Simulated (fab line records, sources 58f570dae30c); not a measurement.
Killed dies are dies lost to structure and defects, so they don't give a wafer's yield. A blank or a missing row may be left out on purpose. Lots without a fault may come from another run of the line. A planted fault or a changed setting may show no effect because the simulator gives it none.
Tool commonality check | flow berkeley_cmos170 | 14 lots, 42 wafers sampled

WHY IT WAS OPENED
At UCB170_M3_RS_MEAS_02 the reading M3_AL_RS is flagged on 2 of 14 lots. Wafers without a fault read 0.03179 ohm/sq, standard deviation 0.00025.
Rule: a lot is flagged when every wafer of it that has a number lies more than 4 standard deviations from that mean, or none has a number. The other lots count as sound.

lot  | measured     | on            | M3_AL_RS (ohm/sq), wafer by wafer | flag
L607 | day 7 02:08  | film_metro-04 | 0.03181 0.03191 0.03138           |
L608 | day 7 17:37  | film_metro-03 | 0.03153 0.03192 0.03164           |
L613 | day 8 08:14  | film_metro-02 | 0.0323 0.03162 0.03204            |
L610 | day 8 08:32  | film_metro-03 | 0.03188 0.03145 0.0316            |
L609 | day 8 08:49  | film_metro-02 | 0.03184 0.0319 0.03207            |
L612 | day 8 08:50  | film_metro-03 | 0.03219 0.03201 0.03183           |
L615 | day 8 13:56  | film_metro-04 | 0.03173 0.03164 0.03184           |
L616 | day 9 02:12  | film_metro-04 | 0.03182 0.03187 0.03152           |
L617 | day 9 04:54  | film_metro-02 | 0.0322 0.03223 0.03205            |
L618 | day 9 12:45  | film_metro-04 | 0.03155 0.03167 0.03148           |
L620 | day 10 11:25 | film_metro-02 | 0.03146 0.0316 0.0317             |
L621 | day 10 11:46 | film_metro-04 | 0.08438 0.08505 0.08511           | FLAGGED
L624 | day 11 02:45 | film_metro-03 | 0.08744 0.086 0.08764             | FLAGGED
L630 | day 12 04:58 | film_metro-03 | 0.03199 0.03181 0.03171           |
The numbers of the flagged lots are 0.08594 ohm/sq on average: +0.05415 ohm/sq against the usual, or +99 or more standard deviations.

WHICH TOOL RAN EACH LOT
The record holds 1 process step before the reading, out of a route of 331 steps. In each cell: the tool, then ch and the chambers that the sampled wafers went through, then the start.
lot  | flag    | UCB170_M3_SPUTTER_01
L607 |         | pvd_sputter-04, day 7 02:02
L608 |         | pvd_sputter-03, day 7 17:32
L613 |         | pvd_sputter-02, day 8 08:08
L610 |         | pvd_sputter-03, day 8 08:25
L609 |         | pvd_sputter-04, day 8 08:41
L612 |         | pvd_sputter-02, day 8 08:45
L615 |         | pvd_sputter-03, day 8 13:50
L616 |         | pvd_sputter-03, day 9 02:07
L617 |         | pvd_sputter-02, day 9 04:49
L618 |         | pvd_sputter-03, day 9 12:39
L620 |         | pvd_sputter-04, day 10 11:20
L621 | FLAGGED | pvd_sputter-02, day 10 11:37
L624 | FLAGGED | pvd_sputter-02, day 11 02:38
L630 |         | pvd_sputter-03, day 12 04:53
What these steps do:
- UCB170_M3_SPUTTER_01: material Al, target thk 900 nm, time 120 s.
- UCB170_M3_RS_MEAS_02: measures by four-point-probe.

FLAGGED OVER TOTAL, TOOL BY TOOL (the gauges that took the reading come last)
step                 | tool           | lots run | flagged | share of the flagged lots | sound lots run after its first flagged lot
UCB170_M3_SPUTTER_01 | pvd_sputter-02 | 5        | 2       | all                       | 0
UCB170_M3_SPUTTER_01 | pvd_sputter-03 | 6        | 0       | none                      | -
UCB170_M3_SPUTTER_01 | pvd_sputter-04 | 3        | 0       | none                      | -
UCB170_M3_RS_MEAS_02 | film_metro-02  | 4        | 0       | none                      | -
UCB170_M3_RS_MEAS_02 | film_metro-03  | 5        | 1       | some                      | 1 (L630)
UCB170_M3_RS_MEAS_02 | film_metro-04  | 5        | 1       | some                      | 0

WHAT THE TABLE ALLOWS
1 row of the table ran every flagged lot: pvd_sputter-02 at UCB170_M3_SPUTTER_01.
- pvd_sputter-02 at UCB170_M3_SPUTTER_01: 2 of its 5 lots flagged. Its last sound lot is L617 (day 9 04:49), its first flagged lot L621 (day 10 11:37): a fault that began between those two fits.
One tool is left: pvd_sputter-02 at UCB170_M3_SPUTTER_01.

WHAT THE SIMULATOR HAD PUT IN
Process parameter drift: pvd_sputter-02, from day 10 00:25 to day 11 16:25, at UCB170_M3_SPUTTER_01. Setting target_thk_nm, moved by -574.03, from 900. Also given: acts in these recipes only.
Lots struck among those shown: L621, L624. The rule above found the same.
